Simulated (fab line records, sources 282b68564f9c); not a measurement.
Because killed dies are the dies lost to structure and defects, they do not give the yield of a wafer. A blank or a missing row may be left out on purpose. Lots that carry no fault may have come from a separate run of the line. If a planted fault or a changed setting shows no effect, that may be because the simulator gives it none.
Which tool was responsible? | flow rit cmos | 39 wafers from 13 lots sampled at 2 of the route's 202 steps

## WHAT EACH GAUGE READ, for each wafer
RIT_SPACER_THK_MEAS_04.
lot  | measured    | on            | SPACER_NITRIDE_THK (nm)
L143 | day 2 22:25 | film metro-02 | 249.2 251.4 250.4
L144 | day 3 02:34 | film metro-02 | 251.1 250.4 252.6
L145 | day 3 08:38 | film metro-01 | 253.0 248.4 249.5
L146 | day 3 15:10 | film metro-04 | 248.0 251.3 250.8
L148 | day 3 23:35 | film metro-01 | 252.7 253.1 253.9
L149 | day 4 04:24 | film metro-02 | 246.3 248.5 248.7
L152 | day 5 00:05 | film metro-02 | 415.1 415.8 415.1 415.1 415.9 415.3
L155 | day 5 13:57 | film metro-01 | 250.6 249.5 247.9
L156 | day 6 02:38 | film metro-02 | 250.0 247.5 248.9
L157 | day 6 06:19 | film metro-01 | 248.8 248.4 249.4
L158 | day 6 10:47 | film metro-02 | 247.0 247.8 247.7
L159 | day 6 10:46 | film metro-04 | 248.6 249.5 252.0
L160 | day 6 17:40 | film metro-02 | 250.1 248.1 247.9

## TOOL THAT RAN EACH LOT (tool first, then ch and the chambers of the sampled wafers, then the start)
lot  | RIT_SPACER_CVD_03
L143 | lpcvd-01 ch 1, day 2 20:29
L144 | lpcvd-01 ch 0, day 3 00:38
L145 | lpcvd-01 ch 1, day 3 06:42
L146 | lpcvd-01 ch 0, day 3 13:14
L148 | lpcvd-01 ch 1, day 3 21:41
L149 | lpcvd-02 ch 0, day 4 01:29
L152 | lpcvd-02 ch 0, day 4 21:12
L155 | lpcvd-02 ch 1, day 5 11:04
L156 | lpcvd-01 ch 1, day 6 00:43
L157 | lpcvd-01 ch 1, day 6 04:23
L158 | lpcvd-01 ch 1, day 6 08:52
L159 | lpcvd-01 ch 0, day 6 08:52
L160 | lpcvd-01 ch 1, day 6 15:44
- RIT_SPACER_CVD_03: deposits Si3N4 from SiH2Cl2/NH3, target thk 250 nm, time 3300 s.

## WHAT THE TOOLS THEMSELVES READ (means of the sampled wafers that have a number; where no wafer has one, the mark that the record gives instead)
RIT_SPACER_CVD_03.
lot  | tool     | spike tc centre C (C) | spike tc load C (C) | spike tc source C (C) | susceptor temp C (C) | zone power source pct (%)
L143 | lpcvd-01 | 811.3                 | 836.5               | 829                   | 810.2                | 18
L144 | lpcvd-01 | 810.7                 | 833.4               | 839                   | 810.4                | 22
L145 | lpcvd-01 | 811.5                 | 835.8               | 830                   | 809.9                | 18
L146 | lpcvd-01 | 811.2                 | 834.3               | 839                   | 810.2                | 22
L148 | lpcvd-01 | 811.0                 | 836.9               | 829                   | 810.1                | 18
L149 | lpcvd-02 | 812.3                 | 836.3               | 836                   | 809.9                | 28
L152 | lpcvd-02 | 856.2                 | 881.7               | 880                   | 854.9                | 32
L155 | lpcvd-02 | 813.2                 | 832.1               | 833                   | 809.4                | 21
L156 | lpcvd-01 | 811.9                 | 835.5               | 829                   | 810.2                | 18
L157 | lpcvd-01 | 810.7                 | 835.7               | 829                   | 809.7                | 18
L158 | lpcvd-01 | 811.1                 | 836.1               | 829                   | 810.4                | 18
L159 | lpcvd-01 | 810.1                 | 832.8               | 839                   | 810.0                | 22
L160 | lpcvd-01 | 810.3                 | 836.2               | 829                   | 810.1                | 18

## THE ANSWER, worked out from the rows above alone
Rule: the usual values come from the lots themselves. Put in order of their means at a reading, lots are off if they are a third of the lots or fewer, leave a main group of 4 or more, and stand apart from it by a gap of 3 or more times the standard deviation of the main group's means; of several such gaps the widest counts. The tables above print the reading to a certain number of digits; a main group whose means all agree to those digits is not used. A lot without any number at a reading at which 4 lots or more have one is off too. Any other lot the step has rows for is counted as sound. The gauges are gone through in route order, then the tools' own readings, and for those a lot's mean is taken as printed above. At the first step where some lot is off, the reading lying furthest off is the one used; lots without a number count as furthest.
Off: at RIT_SPACER_THK_MEAS_04 (SPACER_NITRIDE_THK), L152. For the main group the mean is 249.7 nm and the standard deviation 1.5.
If a tool, at a process step before that reading, ran all the lots that are off and no sound lot after the first of them, it fits. The gauges at RIT_SPACER_THK_MEAS_04 aren't tried: what is off there is off at RIT_SPACER_CVD_03 too, on other tools, and a gauge's error can't cause that. Not one of the candidates tried fits.

## WHAT THE SIMULATOR PUT IN
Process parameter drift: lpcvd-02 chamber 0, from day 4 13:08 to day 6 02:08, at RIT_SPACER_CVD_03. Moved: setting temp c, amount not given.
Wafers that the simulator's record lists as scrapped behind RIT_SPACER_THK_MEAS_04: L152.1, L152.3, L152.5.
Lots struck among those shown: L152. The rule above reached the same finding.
